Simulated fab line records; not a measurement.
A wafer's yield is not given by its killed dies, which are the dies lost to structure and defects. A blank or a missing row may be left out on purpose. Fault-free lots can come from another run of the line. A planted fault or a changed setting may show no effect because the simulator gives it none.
One fault seen from 2 desks    flow rit_cmos    every desk sees just its own numbers, and what lay behind them comes last

FOR THE TOOL OWNER'S DESK: implanter-02
The tool's own readings at RIT_PWELL_IMPLANT_08: means of the sampled wafers that have a number, for each lot that ran on this tool. The brackets show how far a lot's mean lies from the usual mean; more than 4 standard deviations puts the lot out of limits, marked OUT.
Columns: A = beam_energy_keV at RIT_PWELL_IMPLANT_08, usual 170.01; B = dose_ions_cm2 at RIT_PWELL_IMPLANT_08, usual 7e+13; C = faraday_current_uA at RIT_PWELL_IMPLANT_08, usual 223
lot   first seen here  A       B                        C
L215  day 2 11:54      170.03  7e+13                    220
L216  day 2 20:19      170.04  7e+13                    225
L217  day 3 01:59      169.96  7e+13                    222
L218  day 3 07:01      170.01  7e+13                    224
L225  day 4 15:59      170.04  7e+13                    223
L228  day 5 04:46      169.95  7e+13                    227
L230  day 5 12:55      170.00  8e+13 (+99 or more) OUT  252 (+7.5) OUT
L233  day 6 03:23      169.98  8e+13 (+99 or more) OUT  249 (+6.8) OUT
L234  day 6 08:46      170.00  8e+13 (+99 or more) OUT  249 (+6.8) OUT
This desk's verdict: out of limits on L230, L233, L234, starting with L230 at day 5 12:55 (dose_ions_cm2 at RIT_PWELL_IMPLANT_08). Within limits: L215, L216, L217, L218, L225, L228.

FROM THE METROLOGY DESK
Means of the sampled wafers that have a number, per lot and without regard to the tool the lot ran on: this is what the gauges read. The brackets show how far a lot's mean lies from the usual mean; more than 4 standard deviations puts the lot out of limits, marked OUT.
Columns: A = PWELL_TW at RIT_PWELL_TW_MEAS_10, usual 949; B = PWELL_RS at RIT_WELLDRIVE_RS_MEAS_02, usual 430.4 ohm/sq
lot   first seen here  A               B
L214  day 2 06:46      960             429.5
L215  day 2 12:14      942             427.8
L216  day 2 20:35      939             430.1
L217  day 3 02:18      948             429.4
L218  day 3 07:18      956             431.1
L219  day 3 10:45      937             431.9
L220  day 3 16:25      956             430.9
L223  day 4 10:02      954             429.7
L225  day 4 16:19      955             428.4
L228  day 5 05:05      952             431.6
L230  day 5 13:14      979 (+4.6) OUT  401.0 (-23) OUT
L233  day 6 03:40      986 (+5.6) OUT  399.7 (-24) OUT
L234  day 6 09:05      983 (+5.2) OUT  400.2 (-23) OUT
L235  day 6 14:37      946             429.5
L236  day 6 21:27      952             429.7
Finding of this desk: L230, L233, L234 out of limits, first seen on L230 at day 5 13:14 (PWELL_TW at RIT_PWELL_TW_MEAS_10). Within limits: L214, L215, L216, L217, L218, L219, L220, L223, L225, L228, L235, L236.

PUT TOGETHER
The tool owner's desk could have raised an alarm at day 5 12:55, on L230, L233, L234.
On L230, L233, L234, the metrology desk was in a position to raise an alarm at day 5 13:14.
The lots listed all ran RIT_PWELL_IMPLANT_08 on implanter-02.

WHAT WAS PUT IN BY THE SIMULATOR
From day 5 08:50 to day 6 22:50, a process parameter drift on implanter-02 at RIT_PWELL_IMPLANT_08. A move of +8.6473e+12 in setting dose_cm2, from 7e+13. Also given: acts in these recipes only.
Lots struck among those shown: L230, L233, L234.
Counting hours from when the fault started, the first reading out of limits came at 4 for the tool owner's desk and at 4 for the metrology desk.
